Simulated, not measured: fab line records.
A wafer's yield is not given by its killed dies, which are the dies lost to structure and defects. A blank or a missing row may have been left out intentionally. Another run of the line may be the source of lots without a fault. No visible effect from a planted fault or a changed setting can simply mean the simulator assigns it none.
fab line records    flow rit_cmos
record: lots: 7  wafers: 21  last_day: 7
route steps=202 shown PWELL@49 WELLDRIVE@50 NWELL@51 NRETRO@53 PRETRO@64 M1@202
lots that met no fault: taken from a fault-free run of the same line
start_h: hours from the record's first day to the start of the lot's first wafer shown    wait_h: hours from the lot's prior step to this one    " the same as in the row above    L1.1+2: a single row standing in for several wafers    - no value, or no start was given    * or withheld: withheld    < > ~ a bound
route shown NAME@n: names a module that has steps shown in the file, with the first one's number in the route    usual: mean/standard deviation taken from wafers without a fault    same: alike in all rows    chamber/n: place in a boat    sites: per-site readings    _std_site: the values' standard deviation    _edge_site: mean of outer sites minus mean of inner sites    radius_mm: how far each site lies from the wafer's centre    mask NAME#n: copy n    behind: the last tool/chamber to shape the wafer    hold: why the lot went on hold/how many hours it stayed there/how the hold came to an end    device: the transistor (n, p or np) that didn't switch    end of line: tests of these same wafers at the route's end    for a step that has no rows: nothing shown but its recipe    killed: count of dies lost to structure and defects at first sort (not the wafer's yield)    map: the dies of a wafer, with x for killed, . for not killed, _ for no die there
set.NAME: the setting the step ran with; set.NAME@STEP: the setting that earlier step ran with    model.NAME: the simulator's own value behind a step, which no gauge read
lots at some steps of the route; a table a step, a row a wafer
services: a tool's chamber out of use, with start hour (start_h, from the record's first day; less than 0 if before it), hours out, and reason
== steps ==
step: RIT_PWELL_TW_MEAS_10
usual: PWELL_TW: 948/7.8
lot.wafer  tool           chamber  start_h  wait_h  PWELL_TW
L862.1     film_metro-04  -        23.19    0.1     939
L862.2     "              -        "        "       939
L862.5     "              -        "        "       941
L874.3     film_metro-04  -        83.99    0.1     936
L874.4     "              -        "        "       931
L874.6     "              -        "        "       937
L876.1     film_metro-01  -        94.21    0.1     955
L876.2     "              -        "        "       958
L876.6     "              -        "        "       952
L878.1     film_metro-04  -        104.30   0.1     951
L878.4     "              -        "        "       946
L878.5     "              -        "        "       938
L879.1     film_metro-04  -        109.48   0.1     947
L879.2     "              -        "        "       947
L879.5     "              -        "        "       944
L883.1     film_metro-04  -        127.74   0.1     945
L883.5     "              -        "        "       946
L883.6     "              -        "        "       938
L885.1     film_metro-04  -        138.98   0.1     941
L885.3     "              -        "        "       944
L885.5     "              -        "        "       944
step: RIT_WELLDRIVE_ANNEAL_00
recipe: temp_c: 1100  time_s: 14700  ambient: N2
step: RIT_WELLDRIVE_RS_MEAS_01
recipe: thk_meas_gauge: four-point-probe
usual: NWELL_RS: 275.6/0.79
lot.wafer  tool           chamber  start_h  wait_h  NWELL_RS[ohm/sq]
L862.1     film_metro-04  -        29.10    0.0     275.0
L862.2     "              -        "        "       274.8
L862.5     "              -        "        "       275.5
L874.3     film_metro-01  -        89.68    0.0     276.3
L874.4     "              -        "        "       275.4
L874.6     "              -        "        "       277.0
L876.1     film_metro-01  -        99.74    0.0     275.7
L876.2     "              -        "        "       277.3
L876.6     "              -        "        "       276.4
L878.1     film_metro-01  -        109.44   0.0     275.9
L878.4     "              -        "        "       276.0
L878.5     "              -        "        "       276.7
L879.1     film_metro-04  -        114.62   0.0     275.3
L879.2     "              -        "        "       275.0
L879.5     "              -        "        "       275.1
L883.1     film_metro-04  -        133.71   0.0     276.2
L883.5     "              -        "        "       276.6
L883.6     "              -        "        "       275.8
L885.1     film_metro-01  -        144.12   0.0     275.0
L885.3     "              -        "        "       275.4
L885.5     "              -        "        "       275.3
step: RIT_WELLDRIVE_RS_MEAS_02
recipe: thk_meas_gauge: four-point-probe
usual: PWELL_RS: 430.8/1.1
lot.wafer  tool           chamber  start_h  wait_h  PWELL_RS[ohm/sq]
L862.1     film_metro-04  -        29.22    0.1     430.9
L862.2     "              -        "        "       432.2
L862.5     "              -        "        "       431.4
L874.3     film_metro-01  -        89.80    0.1     432.6
L874.4     "              -        "        "       433.6
L874.6     "              -        "        "       432.6
L876.1     film_metro-01  -        99.86    0.1     431.9
L876.2     "              -        "        "       432.4
L876.6     "              -        "        "       431.3
L878.1     film_metro-01  -        109.56   0.1     428.9
L878.4     "              -        "        "       430.1
L878.5     "              -        "        "       430.8
L879.1     film_metro-04  -        114.74   0.1     430.6
L879.2     "              -        "        "       431.4
L879.5     "              -        "        "       430.6
L883.1     film_metro-04  -        133.83   0.1     431.3
L883.5     "              -        "        "       430.2
L883.6     "              -        "        "       431.2
L885.1     film_metro-01  -        144.24   0.1     430.8
L885.3     "              -        "        "       430.5
L885.5     "              -        "        "       430.4
step: RIT_NRETRO_HMDS_00
recipe: prime_time_s: 60  prime_temp_c: 140
step: RIT_NRETRO_COAT_01
recipe: resist: NOVOLAK  spin_rpm: 2000  resist_thk_nm: 1288
step: RIT_NRETRO_SOFTBAKE_02
recipe: resist: NOVOLAK  temp_c: 90  time_s: 60
step: RIT_NRETRO_EXPOSE_03
recipe: mask_id: M4  na: 0.57  target_cd_nm: 43900  dose_mj: 250
step: RIT_NRETRO_PEB_04
recipe: resist: NOVOLAK  temp_c: withheld  time_s: withheld
step: RIT_NRETRO_DEVELOP_05
recipe: resist: NOVOLAK  develop_time_s: 68  dev_temp_c: 23
step: RIT_NRETRO_OVL_MEAS_06
usual: NRETRO_OVL: -0.3/1.3
lot.wafer  tool        chamber  start_h  wait_h  NRETRO_OVL[nm]
L862.1     overlay-01  -        30.40    -       -2.0
L862.2     "           -        "        "       -0.7
L862.5     "           -        "        "       -3.0
L874.3     overlay-01  -        90.90    -       0.3
L874.4     "           -        "        "       2.7
L874.6     "           -        "        "       0.0
L876.1     overlay-01  -        100.86   -       -1.4
L876.2     "           -        "        "       -2.4
L876.6     "           -        "        "       -1.3
L878.1     overlay-01  -        110.57   -       1.3
L878.4     "           -        "        "       0.0
L878.5     "           -        "        "       0.1
L879.1     overlay-01  -        115.74   -       1.6
L879.2     "           -        "        "       0.3
L879.5     "           -        "        "       1.8
L883.1     overlay-02  -        134.83   -       -2.9
L883.5     "           -        "        "       -1.0
L883.6     "           -        "        "       -0.3
L885.1     overlay-02  -        145.37   -       -0.3
L885.3     "           -        "        "       -0.4
L885.5     "           -        "        "       -0.5
step: RIT_NRETRO_HARDBAKE_07
recipe: resist: NOVOLAK  temp_c: 140  time_s: 120
step: RIT_NRETRO_IMPLANT_08
recipe: species: P  energy_kev: 70  dose_cm2: 1e+13  tilt_deg: 7
usual: beam_on_s: 10.02/0.2  faraday_current_uA: 31.7/0.63
same: implant_ion_amu: 31
lot.wafer  tool          chamber  start_h  wait_h  beam_on_s  faraday_current_uA
L862.1     implanter-03  0        30.69    0.2     10.02      31.7
L862.2     "             0        "        "       9.93       32.0
L862.5     "             0        "        "       10.05      31.5
L874.3     implanter-04  0        91.22    0.2     10.01      31.7
L874.4     "             0        "        "       10.16      31.2
L874.6     "             0        "        "       9.98       31.7
L876.1     implanter-04  0        101.15   0.2     13.93      22.7
L876.2     "             0        "        "       13.73      23.0
L876.6     "             0        "        "       14.37      22.1
L878.1     implanter-01  0        110.87   0.2     9.92       32.0
L878.4     "             0        "        "       9.77       32.4
L878.5     "             0        "        "       9.98       31.7
L879.1     implanter-04  0        116.02   0.2     14.11      22.4
L879.2     "             0        "        "       14.21      22.4
L879.5     "             0        "        "       14.50      21.9
L883.1     implanter-03  0        135.12   0.2     10.20      30.8
L883.5     "             0        "        "       10.11      31.3
L883.6     "             0        "        "       9.98       31.7
L885.1     implanter-04  0        145.65   0.2     13.41      23.6
L885.3     "             0        "        "       14.37      22.1
L885.5     "             0        "        "       14.68      21.7
step: RIT_NRETRO_STRIP_09
recipe: chemistry: O2  time_s: 180  resist: NOVOLAK  platen_temp_c: withheld  power_w: 500  pressure_mtorr: 4000  o2_flow_sccm: 4000
usual: drypump_motor_current_A: 5.4/0.49
lot.wafer  tool             chamber  start_h  wait_h  drypump_motor_current_A  rf_hours_counter_h
L862.1     plasma_asher-03  0        30.84    0.1     5.0                      38
L862.2     "                1        "        "       6.1                      38
L862.5     "                1        "        "       6.1                      -
L874.3     plasma_asher-01  0        91.38    0.1     4.8                      -
L874.4     "                1        "        "       5.8                      -
L874.6     "                0        "        "       4.8                      -
L876.1     plasma_asher-01  0        101.30   0.1     4.8                      47
L876.2     "                1        "        "       5.8                      47
L876.6     "                0        "        "       4.8                      -
L878.1     plasma_asher-03  0        111.04   0.1     5.0                      43
L878.4     "                0        "        "       5.0                      -
L878.5     "                1        "        "       6.1                      -
L879.1     plasma_asher-01  0        116.17   0.1     4.8                      49
L879.2     "                1        "        "       5.7                      49
L879.5     "                0        "        "       4.8                      -
L883.1     plasma_asher-04  1        135.27   0.1     5.4                      37
L883.5     "                0        "        "       6.1                      -
L883.6     "                1        "        "       5.4                      -
L885.1     plasma_asher-01  0        145.80   0.1     4.8                      52
L885.3     "                0        "        "       4.8                      -
L885.5     "                0        "        "       4.8                      -
step: RIT_NRETRO_TW_MEAS_10
usual: NRETRO_TW: 1052/6.7
lot.wafer  tool           chamber  start_h  wait_h  NRETRO_TW
L862.1     film_metro-01  -        31.02    0.1     1064
L862.2     "              -        "        "       1057
L862.5     "              -        "        "       1059
L874.3     film_metro-03  -        91.52    0.1     1047
L874.4     "              -        "        "       1048
L874.6     "              -        "        "       1052
L876.1     film_metro-03  -        101.48   0.1     1175
L876.2     "              -        "        "       1174
L876.6     "              -        "        "       1175
L878.1     film_metro-03  -        111.22   0.1     1050
L878.4     "              -        "        "       1048
L878.5     "              -        "        "       1050
L879.1     film_metro-01  -        116.35   0.1     1187
L879.2     "              -        "        "       1187
L879.5     "              -        "        "       1183
L883.1     film_metro-03  -        135.44   0.1     1049
L883.5     "              -        "        "       1049
L883.6     "              -        "        "       1052
L885.1     film_metro-01  -        145.98   0.1     1179
L885.3     "              -        "        "       1188
L885.5     "              -        "        "       1181
step: RIT_PRETRO_HMDS_00
recipe: prime_time_s: 60  prime_temp_c: 140
step: RIT_M1_PROBE_99
usual: killed_at_contacts: 0.1/0.36  killed_at_front_end: 7.2/2.9  killed_dies: 7.4/2.9  killed_open: 3.8/2  killed_short: 3.5/2
same: gross_dies: 264  killed_at_M0_to_M3: 0  killed_at_M4_up: 0  killed_at_back_side: 0  killed_at_other: 0
lot.wafer  tool       chamber  start_h  wait_h  killed_at_contacts  killed_at_front_end  killed_dies  killed_open  killed_short  model.etest.pmos_0p3.r_on_ohm_um  model.etest.pmos_turned.r_on_ohm_um  model.etest.pmos_0p15.r_on_ohm_um  model.etest.pmos_0p15.drive_ua_um  model.etest.pmos_turned.drive_ua_um  model.etest.pmos_narrow.drive_ua_um  model.etest.pmos_0p3.drive_ua_um  model.etest.well_edge_right.line_ohm_um
L862.1     prober-02  -        59.97    0.1     0                   13                   13           4            9             6269                              3457                                 2757                               254.7                              189                                  106                                  101.9                             181.9
L862.2     prober-02  -        60.02    0.1     0                   11                   11           7            4             6334                              3533                                 2848                               247                                182.9                                103.2                                101.4                             180.9
L862.5     prober-02  -        60.17    0.2     1                   9                    10           5            5             6283                              3526                                 2832                               253.3                              185.9                                102.9                                102.3                             183.8
L874.3     prober-01  -        120.77   0.2     0                   6                    6            2            4             6137                              3322                                 2692                               261.3                              197.3                                104                                  103.6                             180.5
L874.4     prober-01  -        120.82   0.2     0                   9                    9            5            4             6236                              3451                                 2755                               256.8                              190.6                                102.2                                101.5                             181.5
L874.6     prober-01  -        120.92   0.2     1                   7                    8            3            5             6268                              3400                                 2747                               257.1                              192.7                                99.61                                101.6                             181.9
L876.1     prober-01  -        128.75   0.1     0                   8                    8            2            6             6860                              3832                                 3068                               221                                158.5                                86.07                                86.04                             174.9
L876.2     prober-01  -        128.80   0.1     0                   12                   12           7            4             6890                              3822                                 3027                               220.8                              157.3                                85.06                                85.99                             176.2
L876.6     prober-01  -        129.00   0.2     0                   5                    5            2            3             6924                              3845                                 3045                               219.2                              158.5                                83.79                                85.15                             177.3
L878.1     prober-01  -        138.51   0.1     0                   4                    4            3            1             6232                              3280                                 2671                               265.5                              203.2                                101.9                                102                               181.7
L878.4     prober-01  -        138.66   0.2     0                   1                    1            1            0             6180                              3228                                 2651                               271.4                              207.2                                103.8                                102.5                             184
L878.5     prober-01  -        138.71   0.2     0                   6                    6            4            2             6168                              3224                                 2617                               275                                210                                  102.4                                103.8                             185.4
L879.1     prober-02  -        143.11   0.1     0                   9                    9            5            4             6447                              3418                                 2734                               252.3                              187.3                                94.23                                94.77                             175.7
L879.2     prober-02  -        143.16   0.1     0                   6                    6            2            4             6434                              3375                                 2706                               256                                189.8                                93.25                                94.36                             174.6
L879.5     prober-02  -        143.31   0.2     0                   8                    8            3            5             6329                              3318                                 2649                               262.1                              195.4                                95.57                                97.39                             174.7
L883.1     prober-02  -        163.32   0.1     0                   7                    7            6            1             6094                              3192                                 2640                               269.4                              211.8                                107.5                                104                               183.6
L883.5     prober-02  -        163.52   0.2     0                   5                    5            1            4             5956                              3099                                 2566                               277.8                              220.1                                111.2                                108.3                             183.2
L883.6     prober-02  -        163.57   0.2     0                   17                   17           8            9             6081                              3228                                 2672                               267.6                              212.1                                109.7                                105.5                             182.2
L885.1     prober-02  -        172.25   0.1     0                   12                   12           6            6             6596                              3543                                 2809                               237.9                              174.8                                91.96                                90.33                             174
L885.3     prober-02  -        172.35   0.2     0                   7                    7            2            5             6575                              3537                                 2822                               239.2                              176.3                                93.15                                91.86                             175.4
L885.5     prober-02  -        172.45   0.2     0                   8                    8            4            4             6628                              3587                                 2869                               236.4                              175.5                                91.85                                89.68                             177.6
killed by level:class
L862.1 GATE:geometric_particle:short=6 SPACER:geometric_particle:open=3 FOX1:geometric_particle:open=1 FOX2:geometric_particle:short=1 REOX:geometric_particle:short=1 SPACER:geometric_particle:short=1
L862.2 GATE:geometric_particle:open=6 GATE:geometric_particle:short=2 FOX1:geometric_particle:short=1 SPACER:geometric_particle:short=1 SPACER:geometric_particle:open=1
L862.5 GATE:geometric_particle:open=5 SPACER:geometric_particle:short=2 FOX2:geometric_particle:short=1 GATE:geometric_particle:short=1 CONTACT:geometric_particle:short=1
L874.3 FOX1:geometric_particle:open=2 REOX:geometric_particle:short=2 FOX2:geometric_particle:short=1 GATE:geometric_particle:short=1
L874.4 GATE:geometric_particle:open=3 GATE:geometric_particle:short=2 FOX1:geometric_particle:open=1 REOX:geometric_particle:short=1 SPACER:geometric_particle:open=1 SILICIDE:geometric_particle:short=1
L874.6 FOX1:geometric_particle:short=3 FOX2:geometric_particle:open=1 GATE:geometric_particle:open=1 GATE:geometric_particle:short=1 REOX:geometric_particle:open=1 CONTACT:geometric_particle:short=1
L876.1 REOX:geometric_particle:short=3 REOX:geometric_particle:open=2 GATE:geometric_particle:short=1 SPACER:geometric_particle:short=1 SILICIDE:geometric_particle:short=1
L876.2 SPACER:geometric_particle:open=3 GATE:geometric_particle:open=2 REOX:geometric_particle:open=2 REOX:geometric_particle:short=2 SPACER:geometric_particle:short=1 SILICIDE:geometric_particle:short=1 NRETRO:coat_microbubble_printed=1
L876.6 REOX:geometric_particle:short=2 GATE:geometric_particle:open=1 REOX:geometric_particle:open=1 SPACER:geometric_particle:short=1
L878.1 GATE:geometric_particle:open=1 REOX:geometric_particle:short=1 REOX:geometric_particle:open=1 SILICIDE:geometric_particle:open=1
L878.4 SILICIDE:geometric_particle:open=1
L878.5 FOX2:geometric_particle:open=1 FOX2:geometric_particle:short=1 GATE:geometric_particle:open=1 REOX:geometric_particle:short=1 REOX:geometric_particle:open=1 SPACER:geometric_particle:open=1
L879.1 GATE:geometric_particle:open=3 GATE:geometric_particle:short=2 REOX:geometric_particle:short=2 REOX:geometric_particle:open=1 SILICIDE:geometric_particle:open=1
L879.2 SILICIDE:geometric_particle:short=2 FOX1:geometric_particle:open=1 FOX2:geometric_particle:short=1 REOX:geometric_particle:short=1 REOX:geometric_particle:open=1
L879.5 GATE:geometric_particle:short=2 SPACER:geometric_particle:open=2 SPACER:geometric_particle:short=2 FOX2:geometric_particle:short=1 GATE:geometric_particle:open=1
L883.1 GATE:geometric_particle:open=4 SPACER:geometric_particle:open=2 GATE:geometric_particle:short=1
L883.5 FOX1:geometric_particle:short=2 FOX1:geometric_particle:open=1 GATE:geometric_particle:short=1 SILICIDE:geometric_particle:short=1
L883.6 FOX1:geometric_particle:short=3 GATE:geometric_particle:short=3 GATE:geometric_particle:open=3 FOX1:geometric_particle:open=2 SILICIDE:geometric_particle:open=2 ACTIVE:geometric_particle:short=1 FOX2:geometric_particle:open=1 REOX:geometric_particle:short=1
L885.1 FOX1:geometric_particle:open=4 FOX1:geometric_particle:short=2 GATE:geometric_particle:short=2 FOX2:geometric_particle:short=1 GATE:geometric_particle:open=1 SILICIDE:geometric_particle:short=1 SILICIDE:geometric_particle:open=1
L885.3 FOX1:geometric_particle:short=2 REOX:geometric_particle:short=2 FOX1:geometric_particle:open=1 GATE:geometric_particle:short=1 GATE:geometric_particle:open=1
L885.5 GATE:geometric_particle:open=2 GATE:geometric_particle:short=2 SILICIDE:geometric_particle:short=2 FOX2:geometric_particle:open=1 SILICIDE:geometric_particle:open=1
== services ==
tool             chamber  start_h  hours  kind
plasma_asher-03  -        32.97    16.7   repair
plasma_asher-04  -        46.32    3.4    repair
plasma_asher-03  -        62.75    3.1    repair
plasma_asher-03  -        66.82    15.6   pm
implanter-04     -        84.54    5.5    pm
implanter-03     -        98.97    2.2    repair
plasma_asher-04  -        108.75   1.5    repair
== key ==
first_sign: step: RIT_NRETRO_IMPLANT_08  reading: beam_on_s  direction: up  sigmas: 21  usual: 10.02  struck: 14.15
effect: step: RIT_NRETRO_IMPLANT_08  reading: faraday_current_uA  direction: down  sigmas: 15  usual: 31.7  struck: 22.4
effect: step: RIT_NRETRO_TW_MEAS_10  reading: NRETRO_TW  direction: up  sigmas: 19  usual: 1052  struck: 1181
model_effect: step: RIT_M1_PROBE_99  value: etest.pmos_0p3.r_on_ohm_um  without: 6192  struck: 6631
met_at RIT_NRETRO_IMPLANT_08
struck_wafers L876.1,L876.2,L876.6,L879.1,L879.2,L879.5,L885.1,L885.3,L885.5
tester_left_out L876,L879,L885
onset_between 91.22 101.15
fault: kind: process_parameter_drift  tool: implanter-04  chamber: -  onset_h: 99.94  steps: RIT_NRETRO_IMPLANT_08  channel: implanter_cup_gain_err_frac  offset: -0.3  shape: step  end_h: 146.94
tester_left_out: of these lots the tester's yield and bins aren't shown, on N5 and GAA mostly nor the transistor test; their killed dies are dies lost to structure and defects alone, not to doping, threshold or leakage, so they don't give the yield
